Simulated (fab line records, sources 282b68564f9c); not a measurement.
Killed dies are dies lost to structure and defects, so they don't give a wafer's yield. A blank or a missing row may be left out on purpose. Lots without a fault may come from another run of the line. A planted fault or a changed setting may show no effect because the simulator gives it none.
Problem report in the 8D (eight disciplines) form, filled by code | flow rit_cmos | the parts of the form that need people (team, actions taken, sign-off) are left out

1. THE PROBLEM
run_length_s at RIT_GATE_CLEAN_01 reads a mean of 474 s on 3 wafers of 1 lot; wafers without a fault read 627 s with a standard deviation of 3.3. That is -46 standard deviations from the usual mean.
The step: cleans in SC1, time 600 s.
First seen on wafer L501.4, day 3 21:16, on wet_bench-03. The record holds 39 wafers of 13 lots with a number at this step. Rule for "out", or "out of limits": more than 4 standard deviations from the usual mean. The other wafers with a number count as sound.

2. WHAT IT IS AND WHAT IT IS NOT
question                    | is                     | is not
which readings at this step | run_length_s           | -
which lots                  | L501                   | L495, L496, L497, L505, L506, L507, L508, L511, L513, L515, L516, L517
which wafers of those lots  | all that have a number | -
read on which tools         | wet_bench-03           | wet_bench-01, wet_bench-02
when                        | from day 3 21:16       | up to then (9 sound wafers); but 27 sound wafers of L505, L506, L507, L508, L511, L513, L515, L516, L517 came after

3. SUSPECTS, AND WHAT RULES EACH OUT
Counting: a tool at a process step up to the reading stays a suspect if it ran every lot that is out and no sound lot after the first of them.
- wet_bench-03 at RIT_GATE_CLEAN_01 (cleans in SC1, time 600 s): ruled out as a lasting fault. Sound lots L516, L517 ran on it after its first lot that is out, L501 (day 3 21:16).
Left after counting: nothing in the record.

4. THE CAUSE (what the simulator had put in)
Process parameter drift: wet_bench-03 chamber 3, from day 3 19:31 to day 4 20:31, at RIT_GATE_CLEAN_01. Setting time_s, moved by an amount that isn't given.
Counting ruled it out, wrongly.

5. THE CHAIN OF EFFECTS, in route order
Each row: a reading whose mean over the struck wafers that have a number lies more than 3 standard deviations from the usual. Only readings for which the record gives a usual standard deviation are gone through. hours: the time from each lot's start at the first step in this table that gives one to its start at this step, as a median over the lots. sigmas: the change in usual standard deviations.
hours | step              | reading      | usual | on struck wafers | change | sigmas
0     | RIT_GATE_CLEAN_01 | run_length_s | 627 s | 474              | -153   | -46
The process steps in it:
- RIT_GATE_CLEAN_01: cleans in SC1, time 600 s.
Later measuring or inspecting steps at which every struck wafer that the step has a row for has a number for every such reading, and none has moved that far: RIT_PLDD_OVL_MEAS_06, RIT_SDANNEAL_RS_MEAS_04.

6. WHAT WOULD HAVE CAUGHT IT SOONER
In this record the first reading out of limits was taken at day 3 21:16, 2 hours after the fault began at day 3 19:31.
